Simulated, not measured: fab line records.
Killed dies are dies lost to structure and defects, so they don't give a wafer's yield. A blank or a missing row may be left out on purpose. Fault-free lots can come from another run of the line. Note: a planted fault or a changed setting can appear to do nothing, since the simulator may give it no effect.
Problem report, 8D (eight disciplines) form, completed by code | flow rit_cmos | the parts of the form that need people (team, actions taken, sign-off) are left out

== 1. THE PROBLEM ==
Wafers free of any fault read 249.3 nm (standard deviation 2.4) for SPACER_NITRIDE_THK at RIT_SPACER_THK_MEAS_04, against a mean of 279.2 nm on 12 wafers of 4 lots. Measured from the usual mean, that is +12 standard deviations.
The first sign was on wafer L564.1 at day 5 09:20, on film_metro-02. The record holds 48 wafers of 16 lots with a number at this step. The rule behind "out" and "out of limits": a value lying over 4 standard deviations away from the usual mean. All remaining wafers that have a number are taken as sound.

== 2. WHAT IT IS, AND WHAT IT ISN'T ==
question                    | is                           | is not
which readings at this step | SPACER_NITRIDE_THK           | -
which lots                  | L564, L566, L567, L568       | L552, L555, L556, L557, L558, L559, L560, L562, L565, L569, L574, L575
which wafers of those lots  | all that have a number       | -
read on which gauges        | film_metro-02, film_metro-04 | film_metro-03
when                        | from day 5 09:20             | up to then (24 sound wafers); but 12 sound wafers of L565, L569, L574, L575 came after

== 3. SUSPECTS, AND WHAT RULES EACH OUT ==
Counting: a tool stays on the suspect list if, at a process step up to the reading, it processed all lots that are out and no sound lot following the first of them.
- the gauge at RIT_SPACER_THK_MEAS_04 is ruled out. The wafers that are out were read on 2 gauges (film_metro-02, film_metro-04).
- lpcvd-01 at RIT_SPACER_CVD_03 (deposits Si3N4 from SiH2Cl2/NH3, target thk 250 nm, time 3300 s): kept. It ran every lot that is out, first L564 (day 5 07:25), and no sound lot after that; its last sound lot up to then is L562 (day 4 21:01).
After counting, what remains is lpcvd-01 at RIT_SPACER_CVD_03.

== 4. THE CAUSE (what the simulator had put in) ==
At RIT_SPACER_CVD_03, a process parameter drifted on lpcvd-01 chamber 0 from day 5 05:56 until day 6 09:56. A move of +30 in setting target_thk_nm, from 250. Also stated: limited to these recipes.
The count eliminated every tool but this one.

== 5. SEQUENCE OF EFFECTS, ordered by route ==
Each row: a reading where the mean over the struck wafers with a number is more than 3 standard deviations away from the usual. Only readings for which the record gives a usual standard deviation are gone through. hours: the time from each lot's start at the first step in this table that gives one to its start at this step, as a median over the lots. sigmas: the change in usual standard deviations.
hours | step                   | reading            | usual      | on struck wafers | change | sigmas
0     | RIT_SPACER_THK_MEAS_04 | SPACER_NITRIDE_THK | 249.3 nm   | 279.2            | +29.9  | +12
0     | RIT_SPACER_ETCHBACK_05 | oes_product_au     | 0.840 a.u. | 0.916            | +0.076 | +5.8
Its process steps:
- RIT_SPACER_ETCHBACK_05: etches Si3N4 in SF6/CHF3, stops on SiO2, target depth 250 nm, time 240 s.
Later measuring or inspecting steps at which every struck wafer that the step has a row for has a number for every such reading, and none has moved that far: RIT_CONTACT_CD_MEAS_90.

== 6. HOW IT WOULD HAVE BEEN CAUGHT EARLIER ==
The first out-of-limits reading at a measuring or inspecting step in this record came at day 5 09:20, 3 hours after the fault's start at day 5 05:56.
Tool readings at RIT_SPACER_CVD_03 with a usual standard deviation given in the record: none out on any struck wafer, hence no alarm at a limit of 4 standard deviations on them.
Lots out: 4; of these, L566, L567, L568 started RIT_SPACER_CVD_03 on lpcvd-01 after day 5 09:20. A hold on the tool at that time would have spared those 3.
